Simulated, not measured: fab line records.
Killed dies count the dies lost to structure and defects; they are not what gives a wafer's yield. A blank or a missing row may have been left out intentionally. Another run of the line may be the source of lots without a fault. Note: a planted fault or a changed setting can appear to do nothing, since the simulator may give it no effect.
Lot-split experiment	flow rit cmos	23 wafers read across 5 lots, on a route 202 steps long

THE SPLIT
At RIT_NWELL_IMPLANT_08, the setting dose cm2 was moved away from the recipe's 5e+13 on 11 of the 23 wafers read, by -7.2% to +2.8%. The other wafers ran this setting at the recipe's value.

FROM THE SPLIT TO THE READING: what the file shows between them, 4 steps
- RIT_PWELL_HARDBAKE_07: time 120 s (also split here: temp c)
- RIT_PWELL_IMPLANT_08
- RIT_PWELL_STRIP_09: strips in O2, time 180 s
- RIT_WELLDRIVE_ANNEAL_00: time 14700 s

THE READING
Measured at RIT_WELLDRIVE_RS_MEAS_01 by four-point probe: NWELL_RS, in ohm/sq. On this fab line, fault-free wafers typically give 275.7 ohm/sq with a standard deviation of 0.71 ohm/sq.

wafer	tool, chamber at the split	dose cm2 as run	against the recipe	NWELL_RS, ohm/sq	against lot-mates on the recipe
L078.1	implanter-03, 0	5e+13	recipe	275.7	-
L078.2	implanter-03, 0	5.141e+13	+2.8%	271.7	-4.2
L078.3	implanter-03, 0	5e+13	recipe	275.9	-
L078.5	implanter-03, 0	5.141e+13	+2.8%	270.9	-5.0
L078.6	implanter-03, 0	5e+13	recipe	276.2	-
L079.1	implanter-03, 0	5e+13	recipe	275.7	-
L079.2	implanter-03, 0	5e+13	recipe	276.3	-
L079.4	implanter-03, 0	4.848e+13	-3.0%	281.1	+5.1
L079.5	implanter-03, 0	4.848e+13	-3.0%	280.7	+4.7
L079.6	implanter-03, 0	4.848e+13	-3.0%	282.5	+6.5
L080.1	implanter-04, 0	4.672e+13	-6.6%	286.6	+11.9
L080.2	implanter-04, 0	4.672e+13	-6.6%	285.9	+11.2
L080.3	implanter-04, 0	5e+13	recipe	275.0	-
L080.4	implanter-04, 0	4.672e+13	-6.6%	286.3	+11.6
L080.5	implanter-04, 0	5e+13	recipe	274.4	-
L083.1	implanter-04, 0	4.641e+13	-7.2%	287.8	+11.9
L083.2	implanter-04, 0	4.641e+13	-7.2%	287.3	+11.4
L083.3	implanter-04, 0	4.641e+13	-7.2%	287.0	+11.1
L083.4	implanter-04, 0	5e+13	recipe	275.4	-
L083.6	implanter-04, 0	5e+13	recipe	276.5	-
L084.1	implanter-04, 0	5e+13	recipe	275.0	-
L084.4	implanter-04, 0	5e+13	recipe	275.3	-
L084.6	implanter-04, 0	5e+13	recipe	275.0	-

THE FIT
A straight line over all 23 wafers: NWELL_RS changes by -1.64 ohm/sq for each +1% of dose cm2; r = -0.99; the points scatter about the line by 0.67 ohm/sq.
The same after taking each lot's own level away (the mean of its wafers on the recipe; 23 wafers): -1.67 ohm/sq for each +1%; r = -1.00; scatter 0.55 ohm/sq.
According to that fit, moving dose cm2 by its largest amount changes the reading by 12 ohm/sq.
The lots' own levels span 274.70 to 276.00 ohm/sq, that is 1.8 times the standard deviation above.
Hence the lot-to-lot level has little effect on the slope; both slopes agree.
Check: for one of the wafers moved furthest among these (-7.2%), held out of the fit, the line's prediction against its lot-mates is +12.1 ohm/sq. It came out at +11.9 ohm/sq against them.

THE OTHER SPLITS THESE WAFERS WENT THROUGH
Before the reading, these wafers also passed through other splits. Each is held against what the fit with the lots' levels taken away leaves over:
other split on the same wafers	wafers away from the commonest value	r with NWELL_RS (lot level and that fit taken away)
RIT_ACTIVE_COAT_06 resist thk nm	7	-0.18
RIT_ACTIVE_EXPOSE_08 dose mj	5	+0.05
RIT_FOX1_OXIDATION_00 temp c	15	-0.17
RIT_NWELL_COAT_01 spin rpm	10	+0.34
RIT_PWELL_HARDBAKE_07 temp c	6	-0.04

FILE'S OWN FIT
NWELL_RS changes by -1.68 ohm/sq for each +1% of dose cm2, r = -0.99.
